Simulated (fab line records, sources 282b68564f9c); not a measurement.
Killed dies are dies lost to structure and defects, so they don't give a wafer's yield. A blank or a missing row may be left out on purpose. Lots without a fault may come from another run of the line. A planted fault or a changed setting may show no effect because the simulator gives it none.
Split-lot experiment | flow rit_cmos | 5 lots, 23 wafers read, on a route of 202 steps

THE SPLIT
At RIT_PRETRO_IMPLANT_08, the setting energy_kev was moved away from the recipe's 45 on 7 of the 23 wafers read, by -4.4% to +4.5%. The other wafers ran this setting at the recipe's value.

The reading is taken at the split's own step.

THE READING
implant.drp_nm (the simulator's own value, which no gauge read), in nm, at RIT_PRETRO_IMPLANT_08. The file gives no usual value for it.

wafer  | tool, chamber at the split | energy_kev as run | against the recipe | implant.drp_nm, nm | against lot-mates on the recipe
L074.2 | implanter-04, 0            | 45                | recipe             | 55.07              | -
L074.4 | implanter-04, 0            | 45                | recipe             | 55.07              | -
L074.3 | implanter-04, 0            | 43.74             | -2.8%              | 54.15              | -0.92
L074.5 | implanter-04, 0            | 43.74             | -2.8%              | 54.15              | -0.92
L074.6 | implanter-04, 0            | 43.74             | -2.8%              | 54.15              | -0.92
L078.2 | implanter-02, 0            | 47.02             | +4.5%              | 56.52              | +1.45
L078.4 | implanter-02, 0            | 47.02             | +4.5%              | 56.52              | +1.45
L078.3 | implanter-02, 0            | 45                | recipe             | 55.07              | -
L078.5 | implanter-02, 0            | 45                | recipe             | 55.07              | -
L078.6 | implanter-02, 0            | 45                | recipe             | 55.07              | -
L081.1 | implanter-03, 0            | 45                | recipe             | 55.07              | -
L081.2 | implanter-03, 0            | 45                | recipe             | 55.07              | -
L081.3 | implanter-03, 0            | 45                | recipe             | 55.07              | -
L081.4 | implanter-03, 0            | 45                | recipe             | 55.07              | -
L081.5 | implanter-03, 0            | 45                | recipe             | 55.07              | -
L083.1 | implanter-03, 0            | 45                | recipe             | 55.07              | -
L083.3 | implanter-03, 0            | 45                | recipe             | 55.07              | -
L083.4 | implanter-03, 0            | 45                | recipe             | 55.07              | -
L085.1 | implanter-02, 0            | 45                | recipe             | 55.07              | -
L085.2 | implanter-02, 0            | 45                | recipe             | 55.07              | -
L085.6 | implanter-02, 0            | 45                | recipe             | 55.07              | -
L085.4 | implanter-02, 0            | 43.01             | -4.4%              | 53.6               | -1.47
L085.5 | implanter-02, 0            | 43.01             | -4.4%              | 53.6               | -1.47

THE FIT
A straight line over all 23 wafers: implant.drp_nm changes by +0.328 nm for each +1% of energy_kev; r = +1.00; the points scatter about the line by 0.0082 nm.
The same after taking each lot's own level away (the mean of its wafers on the recipe; 23 wafers): +0.328 nm for each +1%; r = +1.00; scatter 0.0082 nm.
On that fit, the largest move of energy_kev shifts the reading by 1.5 nm.
The lots' own levels span 55.070 to 55.070 nm.
So the lot-to-lot level changes the slope little: the two slopes agree.
Check: with one of the wafers moved furthest among these (+4.5%) left out of the fit, the line predicts +1.47 nm for it against its lot-mates. It came out at +1.45 nm against them.

OTHER SPLITS ON THESE WAFERS
These wafers also went through other splits before the reading. Each is held against what the fit with the lots' levels taken away leaves over:
other split on the same wafers     | wafers away from the commonest value | r with implant.drp_nm (lot level and that fit taken away)
RIT_ACTIVE_CVD_03 time_s           | 15                                   | +0.29
RIT_ACTIVE_COAT_06 resist_thk_nm   | 7                                    | -0.41
RIT_ACTIVE_STRIP_14 pressure_mtorr | 18                                   | -0.14
RIT_FOX1_OXIDATION_00 temp_c       | 18                                   | -0.03
RIT_PWELL_IMPLANT_08 energy_kev    | 7                                    | +0.32
RIT_PRETRO_COAT_01 resist_thk_nm   | 5                                    | -0.31

THE WHOLE CHAIN: every reading that the file lists as answering this split, in the file's order
step                  | what it does | reading                                                         | change (the file's fit)               | r (the file's)
RIT_PRETRO_IMPLANT_08 |              | implant.rp_nm (the simulator's own value, which no gauge read)  | +1.37 nm for each +1% of the setting  | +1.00
RIT_PRETRO_IMPLANT_08 |              | implant.drp_nm (the simulator's own value, which no gauge read) | +0.327 nm for each +1% of the setting | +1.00

THE FILE'S OWN FIT
implant.drp_nm changes by +0.327 nm for each +1% of energy_kev, r = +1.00.
